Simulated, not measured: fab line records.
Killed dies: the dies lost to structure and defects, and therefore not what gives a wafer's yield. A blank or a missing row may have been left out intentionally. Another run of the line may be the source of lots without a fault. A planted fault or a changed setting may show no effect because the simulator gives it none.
Split-lot study ; flow berkeley-cmos170 ; 27 wafers read from 5 lots, route of 331 steps

SPLIT DETAILS
At UCB170_PWELL_ETCH_14 (etches Si3N4 in CH3F/Ar/O2, stops on SiO2, target depth 242 nm, time 151 s), the setting target-depth-a was moved away from the recipe's 2420 angstrom on 9 of the 27 wafers read, by -56.9% to -43.1%. For the rest of the wafers, this setting stayed at what the recipe calls for.

The reading is taken at the split's own step.

THE READING
oes-product-au, in a.u., at UCB170_PWELL_ETCH_14 (etches Si3N4 in CH3F/Ar/O2, stops on SiO2, target depth 242 nm, time 151 s). On this fab line, fault-free wafers typically give 0.938 a.u. with a standard deviation of 0.014 a.u.

wafer;tool, chamber at the split;target-depth-a as run, angstrom;against the recipe;oes-product-au, a.u.;against lot-mates on the recipe
L077.1;rie-diel-04, 0;2420;recipe;0.919;-
L077.2;rie-diel-04, 3;2420;recipe;0.954;-
L077.6;rie-diel-04, 2;2420;recipe;0.931;-
L076.1;rie-diel-02, 0;1088;-55.0%;0.983;+0.058
L076.2;rie-diel-02, 3;2420;recipe;0.928;-
L076.3;rie-diel-02, 1;1088;-55.0%;1.003;+0.078
L076.4;rie-diel-02, 2;2420;recipe;0.921;-
L076.5;rie-diel-02, 2;2420;recipe;0.925;-
L076.6;rie-diel-02, 1;1088;-55.0%;1.007;+0.082
L080.1;rie-diel-04, 3;2420;recipe;0.948;-
L080.2;rie-diel-04, 0;1378;-43.1%;0.971;+0.037
L080.3;rie-diel-04, 2;2420;recipe;0.930;-
L080.4;rie-diel-04, 1;1378;-43.1%;1.003;+0.069
L080.5;rie-diel-04, 3;1378;-43.1%;1.017;+0.083
L080.6;rie-diel-04, 2;2420;recipe;0.925;-
L085.1;rie-diel-04, 0;2420;recipe;0.899;-
L085.2;rie-diel-04, 2;2420;recipe;0.913;-
L085.3;rie-diel-04, 3;1044;-56.9%;1.000;+0.080
L085.4;rie-diel-04, 1;1044;-56.9%;1.004;+0.084
L085.5;rie-diel-04, 2;1044;-56.9%;0.973;+0.053
L085.6;rie-diel-04, 3;2420;recipe;0.947;-
L083.1;rie-diel-02, 2;2420;recipe;0.934;-
L083.2;rie-diel-02, 3;2420;recipe;0.953;-
L083.3;rie-diel-02, 1;2420;recipe;0.958;-
L083.4;rie-diel-02, 2;2420;recipe;0.932;-
L083.5;rie-diel-02, 1;2420;recipe;0.954;-
L083.6;rie-diel-02, 3;2420;recipe;0.942;-

THE FIT
A straight line over all 27 wafers: oes-product-au changes by -0.00116 a.u. for each +1% of target-depth-a; r = -0.87; the points scatter about the line by 0.017 a.u.
The same after taking each lot's own level away (the mean of its wafers on the recipe; 27 wafers): -0.00133 a.u. for each +1%; r = -0.92; scatter 0.014 a.u.
Per that fit: largest target-depth-a move, reading shift of 0.076 a.u.
From 0.9197 to 0.9455 a.u.: that is the span of the lots' own levels, equal to 1.8 times the standard deviation above.
Hence the slope depends on the lot-to-lot level, as the two fits are not the same.
Check: with one of the wafers moved furthest among these (-56.9%) left out of the fit, the line predicts +0.0753 a.u. for it against its lot-mates. Against them it came out at +0.0803 a.u.
Tool readings at the split's step, against how far the setting was moved: oes-product-au r = -0.87.

OTHER SPLITS ON THESE WAFERS
Other splits were also applied to these wafers ahead of the reading. Each is held against what the fit with the lots' levels taken away leaves over:
other split on the same wafers;wafers away from the commonest value;r with oes-product-au (lot level and that fit taken away)
UCB170_START_OXIDATION_02 ox-time-s;21;+0.10

THE WHOLE CHAIN: every reading that the file lists as answering this split, in the file's order
step;what it does;reading;change (the file's fit);r (the file's)
UCB170_PWELL_ETCH_14;etches Si3N4 in CH3F/Ar/O2, stops on SiO2, target depth 242 nm, time 151 s;oes-product-au;-0.00134 a.u. for each +1% of the setting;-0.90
UCB170_PWELL_ETCH_14;etches Si3N4 in CH3F/Ar/O2, stops on SiO2, target depth 242 nm, time 151 s;etch.depth-nm (the simulator's own value, which no gauge read);+1.96 nm for each +1% of the setting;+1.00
UCB170_PWELL_ETCH_14;etches Si3N4 in CH3F/Ar/O2, stops on SiO2, target depth 242 nm, time 151 s;KrF_of_PWELL_COAT_08.thk-nm (the simulator's own value, which no gauge read);-1.62 nm for each +1% of the setting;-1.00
UCB170_PWELL_ETCH_14;etches Si3N4 in CH3F/Ar/O2, stops on SiO2, target depth 242 nm, time 151 s;SiO2_of_PWELL_OXIDATION_02.thk-nm (the simulator's own value, which no gauge read);-0.039 nm for each +1% of the setting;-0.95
UCB170_PWELL_STRIP_16;strips in O2;strip-time-to-endpoint-s;withheld for each +1% of the setting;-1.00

FILE'S OWN FIT
oes-product-au changes by -0.00134 a.u. for each +1% of target-depth-a, r = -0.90.
